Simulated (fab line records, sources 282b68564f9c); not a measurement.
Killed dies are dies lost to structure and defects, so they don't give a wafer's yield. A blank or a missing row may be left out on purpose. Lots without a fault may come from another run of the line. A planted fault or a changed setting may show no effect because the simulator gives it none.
A struck lot beside a sound one | flow rit_cmos | 14 steps out of a route of 202
Sound: wafers L612.1, L612.2, L612.5. Struck: wafers L622.1, L622.3, L622.4. The cause comes at the end.
At each step with rows: each side's tool, then ch and its chambers, then its first start. Under that, the readings that differ: sound wafers | struck wafers | difference of the means | sigmas: that difference in standard deviations of wafers without a fault.
alike: readings whose means differ by less than 2 such deviations, and words and numbers that are the same on both sides. not compared: withheld readings, readings that some wafer has no value for, bounds like >300 that may hide the same value, and numbers for which the record gives no deviation and whose values overlap.
The two part at a step that has a row with sigmas, a row that says differs or no value, or rows on one side only. Numbers that don't overlap but have no deviation are shown without sigmas and don't part them. A reading that every wafer of one side lacks parts them only if that side has two wafers or more.

first, 4 steps without rows for these wafers: RIT_NLDD_SOFTBAKE_02 (time 60 s); RIT_NLDD_EXPOSE_03 (exposes mask M7, target cd 40700 nm); RIT_NLDD_PEB_04; RIT_NLDD_DEVELOP_05 (develop time 50 s).
RIT_NLDD_OVL_MEAS_06:
  sound on overlay-01, day 3 13:13; struck on overlay-02, day 5 12:32
  alike: NLDD_OVL
then, 2 steps without rows for these wafers: RIT_NLDD_HARDBAKE_07 (time 60 s); RIT_NLDD_IMPLANT_08.
RIT_NLDD_STRIP_09: strips in O2, time 180 s.
  sound on plasma_asher-01 ch 0,1, day 3 13:34; struck on plasma_asher-02 ch 0,1, day 5 12:53
  alike: drypump_motor_current_A, o2_flow_sccm
  not compared: rf_hours_counter_h
RIT_NLDD_TW_MEAS_10:
  sound on film_metro-02, day 3 13:44; struck on film_metro-04, day 5 13:03
  alike: NLDD_TW
then, 3 steps without rows for these wafers: RIT_PLDD_HMDS_00 (prime time 60 s); RIT_PLDD_COAT_01 (resist thk 1000 nm); RIT_PLDD_SOFTBAKE_02 (time 60 s).
RIT_PLDD_EXPOSE_03: exposes mask M8, target cd 40900 nm.
  sound on iline_stepper-01 ch 0, day 3 14:14; struck on iline_stepper-02, day 5 13:34
  no value came back on the struck wafers for exposure_dose_mJ_cm2, focus_offset_nm (nm), stage_vel_mm_s (mm/s); on the sound wafers exposure_dose_mJ_cm2 reads 249.93 250.14 249.80
  alike: mask
then, 1 step without rows for these wafers: RIT_PLDD_PEB_04.

WHERE THEY PART
Only at RIT_PLDD_EXPOSE_03, within this record.

WHY: what the simulator had put in
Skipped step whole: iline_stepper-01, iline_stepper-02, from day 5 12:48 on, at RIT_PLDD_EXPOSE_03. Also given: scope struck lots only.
